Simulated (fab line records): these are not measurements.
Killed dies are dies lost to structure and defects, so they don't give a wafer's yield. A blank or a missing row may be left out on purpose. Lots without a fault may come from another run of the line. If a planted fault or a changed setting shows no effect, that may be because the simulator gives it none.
Chamber matching | flow berkeley-cmos170 | 4 sister chambers for UCB170_V2_ETCH_14 on rie-diel-01
The step etches SiO2 in CHF3/CF4/Ar, stops on Al, target depth 1250 nm, time 291 s. 8 wafers are shown with their chamber, then 8 later ones without.

== EACH WAFER AND ITS CHAMBER ==
wafer  | chamber | drypump-motor-current-A (A) | throttle-valve-pct (%)
L440.2 | 0       | 5.7                         | 6.90
L448.2 | 1       | 5.2                         | 6.93
L447.3 | 0       | 5.6                         | 6.89
L447.6 | 3       | 6.0                         | 7.00
L446.1 | 1       | 5.2                         | 6.93
L446.5 | 3       | 6.0                         | 7.02
L446.6 | 2       | 5.2                         | 6.95
L450.1 | 2       | 5.2                         | 6.96

== WAFERS WITHOUT THEIR CHAMBER ==
wafer  | drypump-motor-current-A (A) | throttle-valve-pct (%)
L450.2 | 5.7                         | 6.91
L450.5 | 5.9                         | 6.99
L451.1 | 5.2                         | 6.95
L451.4 | 5.2                         | 6.94
L451.6 | 5.2                         | 6.93
L453.1 | 5.2                         | 6.97
L453.2 | 5.7                         | 6.89
L453.3 | 6.0                         | 7.00

== WHICH CHAMBER EACH WENT THROUGH ==
wafer  | from the rows above     | in truth
L450.2 | 0                       | 0
L450.5 | 3                       | 3
L451.1 | can't be placed: 2 or 1 | 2
L451.4 | can't be placed: 1 or 2 | 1
L451.6 | 1                       | 1
L453.1 | 2                       | 2
L453.2 | 0                       | 0
L453.3 | 3                       | 3
Placed correctly: 6 of 8. Can't be placed from these rows: 2 (the true chamber is among the candidates in 2). Placed wrongly: 0.
How it was worked out, from the rows above alone: a wafer's distance from a chamber is the root of the sum, over the readings, of the square of ((its reading less the chamber's mean) divided by the reading's scatter). The wafer belongs to the nearest chamber; if the next one is less than 2 further off, it can't be placed. The mean given for a chamber averages the wafers shown for that chamber. The scatter: take each reading less its chamber's mean, square it, sum over the shown wafers, divide by the number of wafers less the number of chambers, and take the root.
